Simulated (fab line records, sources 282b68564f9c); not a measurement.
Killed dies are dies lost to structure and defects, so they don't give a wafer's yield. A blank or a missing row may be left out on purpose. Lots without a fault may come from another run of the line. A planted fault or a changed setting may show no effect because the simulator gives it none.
fab line records | flow rit_cmos | part 1 of 2: steps 1 to 29 of 39
record lots=5 wafers=15 last_day=6
route steps=202 shown ACTIVE@10 FOX1@20 FOX2@23 NWELL@28 PWELL@39
lots that met no fault: from a run of the same line without faults
start_h: hours from the record's first day to the start of the lot's first wafer shown | wait_h: hours since the lot's step before | " the same as in the row above | L1.1+2: a row that stands for several wafers | - no value, or no start given | * or withheld: withheld | < > ~ a bound
route shown NAME@n: a module of which the file shows steps, and the number in the route of the first | usual: mean/standard deviation of fault-free wafers | same: alike in all rows | chamber/n: place in a boat | sites: the reading at each site | _std_site: their standard deviation | _edge_site: outer sites' mean less inner sites' | radius_mm: how far each site lies from the wafer's centre | mask NAME#n: copy n | behind: the tool/chamber that last shaped the wafer | hold: why the lot was held/for how many hours/how that ended | device: the transistor (n, p or np) that didn't switch | end of line: the same wafers' tests at the end of the route | a step without rows: its recipe alone | killed: dies lost to structure and defects at the first sort, not the wafer's yield | map: a wafer's dies, x killed, . not, _ none there
set.NAME: the setting as run; set.NAME@STEP: as run at that earlier step | model.NAME: the simulator's own value behind a step, which no gauge read
lots at some steps of the route; a table a step, a row a wafer
services: from which hour (start_h, from the record's first day; less than 0 if before it) a tool's chamber was out of use, for how many hours, and why
## steps
# step RIT_ACTIVE_PEB_09
# recipe resist=NOVOLAK temp_c=withheld time_s=withheld
# usual resist_line_temp_C=*
# columns lot.wafer tool chamber start_h wait_h resist_line_temp_C
L082.1 litho_track-02 0 54.28 0.1 *
L082.3 " 0 " " *
L082.4 " 0 " " *
L083.3 litho_track-02 0 59.21 0.1 *
L083.5 " 0 " " *
L083.6 " 0 " " *
L087.1 litho_track-02 0 79.16 0.1 *
L087.4 " 0 " " *
L087.6 " 0 " " *
L089.1 litho_track-02 0 89.28 0.1 *
L089.4 " 0 " " *
L089.6 " 0 " " *
L093.2 litho_track-03 0 109.31 0.1 *
L093.4 " 0 " " *
L093.6 " 0 " " *
# step RIT_ACTIVE_DEVELOP_10
# recipe resist=NOVOLAK develop_time_s=50 dev_temp_c=23
# usual resist_line_temp_C=22.99/0.11
# columns lot.wafer tool chamber start_h wait_h resist_line_temp_C
L082.1 litho_track-02 0 - - 23.22
L082.3 " 0 " " 23.09
L082.4 " 0 " " 23.20
L083.3 litho_track-02 0 - - 22.78
L083.5 " 0 " " 22.99
L083.6 " 0 " " 22.82
L087.1 litho_track-02 0 - - 23.07
L087.4 " 0 " " 22.92
L087.6 " 0 " " 22.96
L089.1 litho_track-02 0 - - 22.97
L089.4 " 0 " " 22.86
L089.6 " 0 " " 22.89
L093.2 litho_track-03 0 - - 23.02
L093.4 " 0 " " 22.86
L093.6 " 0 " " 22.92
# step RIT_ACTIVE_CD_MEAS_11
# recipe target_cd_nm=1400
# usual cd_nm=1400.5/2.3
# columns lot.wafer tool chamber start_h wait_h cd_nm
L082.1 cd_sem-02 - 54.56 - 1395.4
L082.3 " - " " 1396.9
L082.4 " - " " 1398.7
L083.3 cd_sem-01 - 59.48 - 1398.0
L083.5 " - " " 1399.0
L083.6 " - " " 1400.3
L087.1 cd_sem-01 - 79.44 - 1398.7
L087.4 " - " " 1399.0
L087.6 " - " " 1399.3
L089.1 cd_sem-01 - 89.56 - 1400.0
L089.4 " - " " 1395.9
L089.6 " - " " 1397.1
L093.2 cd_sem-02 - 109.58 - 1399.8
L093.4 " - " " 1400.2
L093.6 " - " " 1398.1
# step RIT_ACTIVE_HARDBAKE_12
# recipe resist=NOVOLAK temp_c=140 time_s=60
# usual resist_line_temp_C=22.99/0.12
# same time_s=60
# columns lot.wafer tool chamber start_h wait_h resist_line_temp_C
L082.1 litho_track-01 0 54.68 0.1 23.08
L082.3 " 0 " " 23.12
L082.4 " 0 " " 23.14
L083.3 litho_track-01 0 59.61 0.1 23.13
L083.5 " 0 " " 23.07
L083.6 " 0 " " 22.88
L087.1 litho_track-01 0 79.56 0.1 22.82
L087.4 " 0 " " 23.17
L087.6 " 0 " " 23.08
L089.1 litho_track-02 0 89.68 0.1 23.11
L089.4 " 0 " " 23.28
L089.6 " 0 " " 23.12
L093.2 litho_track-02 0 109.71 0.1 22.93
L093.4 " 0 " " 22.94
L093.6 " 0 " " 22.93
# step RIT_ACTIVE_ETCH_13
# recipe stop_on=SiO2 chemistry=SF6 target=Si3N4 time_s=210 over_etch_frac=0.4 SF6_flow_sccm=200 pressure_mtorr=260 rf_w=125 target_depth_a=2100
# usual drypump_motor_current_A=5.9/0.36 oes_product_au=0.823/0.015 throttle_valve_pct=7.44/0.094
# same time_s=210
# columns lot.wafer tool chamber start_h wait_h drypump_motor_current_A oes_product_au rf_hours_counter_h throttle_valve_pct
L082.1 rie_diel-04 0 54.83 0.1 5.9 0.826 121 7.48
L082.3 " 1 " " 6.2 0.809 115 7.53
L082.4 " 3 " " 5.8 0.832 59 7.45
L083.3 rie_diel-03 3 59.71 0.1 5.7 0.804 121 7.34
L083.5 " 3 " " 5.7 0.805 - 7.35
L083.6 " 2 " " 6.7 0.802 - 7.48
L087.1 rie_diel-02 2 79.71 0.1 5.4 0.791 148 7.47
L087.4 " 0 " " 6.4 0.816 138 7.44
L087.6 " 1 " " 5.8 0.822 - 7.21
L089.1 rie_diel-04 0 89.83 0.1 5.9 0.823 122 7.48
L089.4 " 1 " " 6.1 0.805 116 7.54
L089.6 " 1 " " 6.2 0.821 - 7.53
L093.2 rie_diel-02 1 109.83 0.1 5.9 0.827 54 7.22
L093.4 " 3 " " 5.5 0.829 97 7.60
L093.6 " 2 " " 5.4 0.792 - 7.45
# step RIT_ACTIVE_STRIP_14
# recipe chemistry=O2 time_s=180 resist=NOVOLAK platen_temp_c=withheld power_w=500 pressure_mtorr=4000 o2_flow_sccm=4000
# usual drypump_motor_current_A=5.6/0.39
# same time_s=180
# columns lot.wafer tool chamber start_h wait_h drypump_motor_current_A rf_hours_counter_h
L082.1 plasma_asher-02 1 54.97 0.1 5.5 42
L082.3 " 1 " " 5.5 -
L082.4 " 0 " " 5.2 -
L083.3 plasma_asher-01 0 59.90 0.1 6.1 -
L083.5 " 0 " " 6.1 -
L083.6 " 1 " " 5.4 -
L087.1 plasma_asher-02 0 79.84 0.1 5.2 44
L087.4 " 0 " " 5.2 -
L087.6 " 1 " " 5.5 -
L089.1 plasma_asher-03 1 89.97 0.1 5.5 33
L089.4 " 1 " " 5.5 -
L089.6 " 1 " " 5.5 -
L093.2 plasma_asher-03 0 109.97 0.1 6.3 34
L093.4 " 0 " " 6.3 -
L093.6 " 0 " " 6.3 -
# step RIT_ACTIVE_CD_MEAS_90
# recipe target_cd_nm=1400
# usual cd_nm=1400.5/2.4
# columns lot.wafer tool chamber start_h wait_h cd_nm
L082.1 cd_sem-01 - 55.14 0.1 1395.3
L082.3 " - " " 1396.8
L082.4 " - " " 1399.1
L083.3 cd_sem-02 - 60.06 0.1 1397.9
L083.5 " - " " 1398.8
L083.6 " - " " 1400.4
L087.1 cd_sem-02 - 80.02 0.1 1398.6
L087.4 " - " " 1398.5
L087.6 " - " " 1398.8
L089.1 cd_sem-02 - 90.14 0.1 1399.8
L089.4 " - " " 1396.3
L089.6 " - " " 1396.9
L093.2 cd_sem-01 - 110.16 0.1 1399.0
L093.4 " - " " 1399.8
L093.6 " - " " 1398.1
# step RIT_ACTIVE_CLEAN_15
# recipe chemistry=SC1 mix=3:3:50 time_s=600 temp_c=75
# same time_s=600
# columns lot.wafer tool chamber start_h wait_h
L082.1+3+4 wet_bench-01 0 55.26 0.1
L083.3+5+6 wet_bench-04 3 60.14 0.1
L087.1+4+6 wet_bench-01 0 80.14 0.1
L089.1+4+6 wet_bench-04 3 90.26 0.1
L093.2+4+6 wet_bench-01 0 110.26 0.1
# step RIT_ACTIVE_CLEAN_16
# recipe chemistry=dHF dilution=50:1 time_s=30
# same time_s=30
# columns lot.wafer tool chamber start_h wait_h
L082.1+3+4 wet_bench-03 2 55.47 0.0
L083.3+5+6 wet_bench-03 3 60.49 0.0
L087.1+4+6 wet_bench-03 0 80.31 0.0
L089.1+4+6 wet_bench-01 3 90.44 0.0
L093.2+4+6 wet_bench-04 2 110.45 0.0
# step RIT_ACTIVE_CLEAN_17
# recipe chemistry=SC2 mix=3:3:50 time_s=600 temp_c=75 dry=n2_spin
# same time_s=600
# columns lot.wafer tool chamber start_h wait_h
L082.1+3+4 wet_bench-04 1 55.49 0.0
L083.3+5+6 wet_bench-01 1 60.50 0.0
L087.1+4+6 wet_bench-04 2 80.33 0.0
L089.1+4+6 wet_bench-04 2 90.46 0.0
L093.2+4+6 wet_bench-03 3 110.47 0.0
# step RIT_FOX1_OXIDATION_00
# recipe temp_c=1100 ambient=H2O target_thk_a=3507 p_h2o_torr=720 ox_time_s=1130
# usual ox_temp_c_max=1104.3/0.98
# same ox_time_s=1130
# columns lot.wafer tool chamber start_h wait_h ox_temp_c_max
L082.1 furnace-02 0 55.84 0.0 1102.5
L082.3 " 0 " " 1105.2
L082.4 " 0 " " 1103.2
L083.3 furnace-03 0 60.68 0.0 1103.4
L083.5 " 0 " " 1103.5
L083.6 " 0 " " 1105.4
L087.1 furnace-03 0 80.68 0.0 1105.1
L087.4 " 0 " " 1103.7
L087.6 " 0 " " 1102.9
L089.1 furnace-03 0 90.64 0.0 1103.5
L089.4 " 0 " " 1102.8
L089.6 " 0 " " 1103.1
L093.2 furnace-03 0 110.77 0.1 1104.6
L093.4 " 0 " " 1104.6
L093.6 " 0 " " 1104.0
# step RIT_FOX1_THK_MEAS_01
# recipe reads=SiO2_of_FOX1_OXIDATION_00
# usual FOX1_OXIDE_THK=349/8.5
# columns lot.wafer tool chamber start_h wait_h FOX1_OXIDE_THK[nm]
L082.1 film_metro-01 - 57.16 0.0 359
L082.3 " - " " 355
L082.4 " - " " 360
L083.3 film_metro-04 - 62.01 0.0 336
L083.5 " - " " 336
L083.6 " - " " 338
L087.1 film_metro-01 - 81.99 0.0 334
L087.4 " - " " 336
L087.6 " - " " 341
L089.1 film_metro-01 - 91.95 0.0 333
L089.4 " - " " 335
L089.6 " - " " 334
L093.2 film_metro-01 - 112.10 0.0 346
L093.4 " - " " 346
L093.6 " - " " 343
# step RIT_FOX1_WET_ETCH_02
# recipe chemistry=BOE target_depth_nm=350 time_s=390 temp_c=21.5 dry=n2_spin dilution=10:1 target=SiO2
# same time_s=390
# columns lot.wafer tool chamber start_h wait_h
L082.1+3+4 wet_bench-03 3 57.22 0.1
L083.3+5+6 wet_bench-02 2 62.05 0.0
L087.1+4+6 wet_bench-03 2 82.05 0.1
L089.1+4+6 wet_bench-03 0 92.01 0.1
L093.2+4+6 wet_bench-02 2 112.15 0.0
# step RIT_FOX2_OXIDATION_00
# recipe temp_c=1100 ambient=H2O target_thk_a=3507 p_h2o_torr=720 ox_time_s=1130
# usual ox_temp_c_max=1104.1/0.89
# same ox_time_s=1130
# columns lot.wafer tool chamber start_h wait_h ox_temp_c_max
L082.1 furnace-02 0 57.35 0.0 1102.5
L082.3 " 0 " " 1105.0
L082.4 " 0 " " 1104.6
L083.3 furnace-03 0 63.07 0.9 1102.5
L083.5 " 0 " " 1103.8
L083.6 " 0 " " 1102.9
L087.1 furnace-03 0 82.17 0.0 1103.7
L087.4 " 0 " " 1103.1
L087.6 " 0 " " 1103.3
L089.1 furnace-04 0 92.13 0.0 1103.9
L089.4 " 0 " " 1104.3
L089.6 " 0 " " 1103.2
L093.2 furnace-04 0 112.81 0.5 1105.4
L093.4 " 0 " " 1104.9
L093.6 " 0 " " 1105.3
# step RIT_FOX2_THK_MEAS_01
# recipe reads=SiO2_of_FOX2_OXIDATION_00
# usual FOX2_OXIDE_THK=352/6.4
# columns lot.wafer tool chamber start_h wait_h FOX2_OXIDE_THK[nm]
L082.1 film_metro-01 - 58.67 0.0 350
L082.3 " - " " 346
L082.4 " - " " 353
L083.3 film_metro-01 - 64.40 0.0 339
L083.5 " - " " 350
L083.6 " - " " 339
L087.1 film_metro-03 - 83.48 0.0 347
L087.4 " - " " 346
L087.6 " - " " 349
L089.1 film_metro-02 - 93.44 0.0 356
L089.4 " - " " 357
L089.6 " - " " 353
L093.2 film_metro-01 - 114.13 0.0 350
L093.4 " - " " 348
L093.6 " - " " 354
# step RIT_FOX2_CLEAN_02
# recipe chemistry=dHF dilution=50:1 time_s=180
# same time_s=180
# columns lot.wafer tool chamber start_h wait_h
L082.1+3+4 wet_bench-03 3 58.73 0.1
L083.3+5+6 wet_bench-03 1 64.44 0.0
L087.1+4+6 wet_bench-02 3 83.54 0.1
L089.1+4+6 wet_bench-02 0 93.50 0.1
L093.2+4+6 wet_bench-04 1 114.18 0.0
# step RIT_FOX2_WET_ETCH_03
# recipe chemistry=H3PO4 target=Si3N4 target_depth_nm=195 temp_c=165 time_s=2700
# same time_s=2700
# columns lot.wafer tool chamber start_h wait_h
L082.1+3+4 wet_bench-02 2 58.80 0.0
L083.3+5+6 wet_bench-02 1 64.50 0.0
L087.1+4+6 wet_bench-03 3 83.60 0.0
L089.1+4+6 wet_bench-04 1 93.56 0.0
L093.2+4+6 wet_bench-03 3 114.24 0.0
# step RIT_FOX2_THK_MEAS_90
# recipe reads=SiO2_of_FOX2_OXIDATION_00
# usual FIELD_OXIDE_LEFT_1_THK=325/6.3
# columns lot.wafer tool chamber start_h wait_h FIELD_OXIDE_LEFT_1_THK[nm]
L082.1 film_metro-01 - 59.56 0.0 322
L082.3 " - " " 319
L082.4 " - " " 326
L083.3 film_metro-01 - 65.28 0.0 312
L083.5 " - " " 322
L083.6 " - " " 312
L087.1 film_metro-02 - 84.36 0.0 320
L087.4 " - " " 319
L087.6 " - " " 322
L089.1 film_metro-01 - 94.32 0.0 329
L089.4 " - " " 330
L089.6 " - " " 327
L093.2 film_metro-01 - 115.01 0.0 322
L093.4 " - " " 320
L093.6 " - " " 325
# step RIT_NWELL_HMDS_00
# recipe prime_time_s=60 prime_temp_c=140
# usual resist_line_temp_C=23.01/0.1
# columns lot.wafer tool chamber start_h wait_h resist_line_temp_C
L082.1 litho_track-04 0 59.62 0.1 23.13
L082.3 " 0 " " 23.05
L082.4 " 0 " " 22.97
L083.3 litho_track-04 0 65.37 0.1 22.91
L083.5 " 0 " " 22.78
L083.6 " 0 " " 22.93
L087.1 litho_track-02 0 84.56 0.2 22.98
L087.4 " 0 " " 22.92
L087.6 " 0 " " 22.86
L089.1 litho_track-03 0 94.38 0.1 22.94
L089.4 " 0 " " 22.93
L089.6 " 0 " " 22.88
L093.2 litho_track-02 0 115.09 0.1 23.00
L093.4 " 0 " " 23.15
L093.6 " 0 " " 23.10
# step RIT_NWELL_COAT_01
# recipe resist=NOVOLAK spin_rpm=2000 resist_thk_nm=1300
# usual resist_line_temp_C=23.00/0.11
# columns lot.wafer tool chamber start_h wait_h resist_line_temp_C
L082.1 litho_track-04 0 59.77 0.1 23.11
L082.3 " 0 " " 22.99
L082.4 " 0 " " 22.98
L083.3 litho_track-04 0 65.52 0.1 22.88
L083.5 " 0 " " 22.81
L083.6 " 0 " " 22.94
L087.1 litho_track-02 0 84.71 0.1 23.14
L087.4 " 0 " " 23.09
L087.6 " 0 " " 23.06
L089.1 litho_track-03 0 94.53 0.1 22.84
L089.4 " 0 " " 23.05
L089.6 " 0 " " 22.85
L093.2 litho_track-02 0 115.24 0.1 22.89
L093.4 " 0 " " 22.98
L093.6 " 0 " " 23.28
# step RIT_NWELL_SOFTBAKE_02
# recipe resist=NOVOLAK temp_c=90 time_s=60
# usual resist_line_temp_C=23.03/0.1
# same time_s=60
# columns lot.wafer tool chamber start_h wait_h resist_line_temp_C
L082.1 litho_track-04 0 59.92 0.1 23.16
L082.3 " 0 " " 23.04
L082.4 " 0 " " 23.01
L083.3 litho_track-04 0 65.67 0.1 22.99
L083.5 " 0 " " 22.90
L083.6 " 0 " " 22.93
L087.1 litho_track-02 0 84.86 0.1 22.97
L087.4 " 0 " " 23.33
L087.6 " 0 " " 22.90
L089.1 litho_track-03 0 94.68 0.1 22.84
L089.4 " 0 " " 22.97
L089.6 " 0 " " 22.97
L093.2 litho_track-02 0 115.39 0.1 23.02
L093.4 " 0 " " 22.94
L093.6 " 0 " " 23.04
# step RIT_NWELL_EXPOSE_03
# recipe mask_id=M2 na=0.57 target_cd_nm=43900 dose_mj=250
# columns lot.wafer tool chamber start_h wait_h mask
L082.1+3+4 iline_stepper-01 0 60.07 0.1 M2#0
L083.3+5+6 iline_stepper-02 0 65.93 0.2 M2#0
L087.1+4+6 iline_stepper-02 0 85.01 0.1 M2#0
L089.1+4+6 iline_stepper-01 0 94.83 0.1 M2#0
L093.2+4+6 iline_stepper-01 0 115.53 0.1 M2#0
# step RIT_NWELL_PEB_04
# recipe resist=NOVOLAK temp_c=withheld time_s=withheld
# usual resist_line_temp_C=*
# columns lot.wafer tool chamber start_h wait_h resist_line_temp_C
L082.1 litho_track-04 0 60.18 0.1 *
L082.3 " 0 " " *
L082.4 " 0 " " *
L083.3 litho_track-03 0 66.06 0.1 *
L083.5 " 0 " " *
L083.6 " 0 " " *
L087.1 litho_track-04 0 85.13 0.1 *
L087.4 " 0 " " *
L087.6 " 0 " " *
L089.1 litho_track-03 0 94.94 0.1 *
L089.4 " 0 " " *
L089.6 " 0 " " *
L093.2 litho_track-03 0 115.65 0.1 *
L093.4 " 0 " " *
L093.6 " 0 " " *
# step RIT_NWELL_DEVELOP_05
# recipe resist=NOVOLAK develop_time_s=68 dev_temp_c=23
# usual resist_line_temp_C=23.01/0.1
# columns lot.wafer tool chamber start_h wait_h resist_line_temp_C
L082.1 litho_track-04 0 - - 22.94
L082.3 " 0 " " 23.11
L082.4 " 0 " " 22.96
L083.3 litho_track-03 0 - - 23.03
L083.5 " 0 " " 23.06
L083.6 " 0 " " 23.07
L087.1 litho_track-04 0 - - 22.88
L087.4 " 0 " " 23.13
L087.6 " 0 " " 22.93
L089.1 litho_track-03 0 - - 23.01
L089.4 " 0 " " 23.15
L089.6 " 0 " " 22.94
L093.2 litho_track-03 0 - - 23.07
L093.4 " 0 " " 22.92
L093.6 " 0 " " 22.93
# step RIT_NWELL_OVL_MEAS_06
# usual NWELL_OVL=0.8/1.2
# columns lot.wafer tool chamber start_h wait_h NWELL_OVL[nm]
L082.1 overlay-01 - 60.50 - -0.3
L082.3 " - " " 0.4
L082.4 " - " " 0.5
L083.3 overlay-01 - 66.34 - -1.4
L083.5 " - " " -0.7
L083.6 " - " " -1.6
L087.1 overlay-02 - 85.44 - 0.3
L087.4 " - " " 0.0
L087.6 " - " " 0.4
L089.1 overlay-02 - 95.26 - 1.0
L089.4 " - " " 0.6
L089.6 " - " " 3.0
L093.2 overlay-01 - 115.95 - 1.4
L093.4 " - " " 2.2
L093.6 " - " " 4.2
# step RIT_NWELL_HARDBAKE_07
# recipe resist=NOVOLAK temp_c=140 time_s=120
# usual resist_line_temp_C=23.02/0.097
# same time_s=120
# columns lot.wafer tool chamber start_h wait_h resist_line_temp_C
L082.1 litho_track-04 0 60.53 0.0 23.07
L082.3 " 0 " " 23.02
L082.4 " 0 " " 23.11
L083.3 litho_track-04 0 66.52 0.2 22.78
L083.5 " 0 " " 23.07
L083.6 " 0 " " 22.87
L087.1 litho_track-03 0 85.48 0.0 23.05
L087.4 " 0 " " 23.07
L087.6 " 0 " " 23.02
L089.1 litho_track-04 0 95.29 0.0 22.99
L089.4 " 0 " " 22.98
L089.6 " 0 " " 22.88
L093.2 litho_track-04 0 116.02 0.1 22.82
L093.4 " 0 " " 22.82
L093.6 " 0 " " 22.94
# step RIT_NWELL_IMPLANT_08
# recipe species=P energy_kev=170 dose_cm2=5e+13 tilt_deg=7
# usual end_station_pressure_torr=5.09e-06/2.9e-07
# columns lot.wafer tool chamber start_h wait_h end_station_pressure_torr
L082.1 implanter-03 0 60.78 0.2 5.49e-06
L082.3 " 0 " " 4.84e-06
L082.4 " 0 " " 5.02e-06
L083.3 implanter-03 0 66.74 0.2 5.05e-06
L083.5 " 0 " " 5.14e-06
L083.6 " 0 " " 4.96e-06
L087.1 implanter-04 0 85.73 0.2 5.27e-06
L087.4 " 0 " " 4.78e-06
L087.6 " 0 " " 5.62e-06
L089.1 implanter-03 0 95.54 0.2 5.26e-06
L089.4 " 0 " " 5.09e-06
L089.6 " 0 " " 5.16e-06
L093.2 implanter-02 0 116.25 0.2 5.48e-06
L093.4 " 0 " " 5.11e-06
L093.6 " 0 " " 4.81e-06
# step RIT_NWELL_STRIP_09
# recipe chemistry=O2 time_s=180 resist=NOVOLAK platen_temp_c=withheld power_w=500 pressure_mtorr=4000 o2_flow_sccm=4000
# usual drypump_motor_current_A=5.7/0.41
# same time_s=180
# columns lot.wafer tool chamber start_h wait_h drypump_motor_current_A rf_hours_counter_h
L082.1 plasma_asher-04 0 60.93 0.1 6.3 44
L082.3 " 0 " " 6.2 -
L082.4 " 1 " " 6.1 -
L083.3 plasma_asher-01 0 66.90 0.1 6.1 -
L083.5 " 1 " " 5.4 -
L083.6 " 0 " " 6.2 -
L087.1 plasma_asher-01 0 85.88 0.1 6.1 39
L087.4 " 0 " " 6.1 -
L087.6 " 0 " " 6.1 -
L089.1 plasma_asher-01 1 95.69 0.1 5.4 40
L089.4 " 0 " " 6.1 -
L089.6 " 0 " " 6.1 -
L093.2 plasma_asher-01 0 116.38 0.1 6.1 43
L093.4 " 1 " " 5.4 -
L093.6 " 1 " " 5.4 -
# step RIT_NWELL_TW_MEAS_10
# usual NWELL_TW=2139/14
# columns lot.wafer tool chamber start_h wait_h NWELL_TW
L082.1 film_metro-03 - 61.11 0.1 2152
L082.3 " - " " 2143
L082.4 " - " " 2148
L083.3 film_metro-04 - 67.03 0.1 2157
L083.5 " - " " 2151
L083.6 " - " " 2156
L087.1 film_metro-03 - 86.06 0.1 2127
L087.4 " - " " 2135
L087.6 " - " " 2144
L089.1 film_metro-01 - 95.87 0.1 2119
L089.4 " - " " 2124
L089.6 " - " " 2121
L093.2 film_metro-04 - 116.56 0.1 2140
L093.4 " - " " 2143
L093.6 " - " " 2151
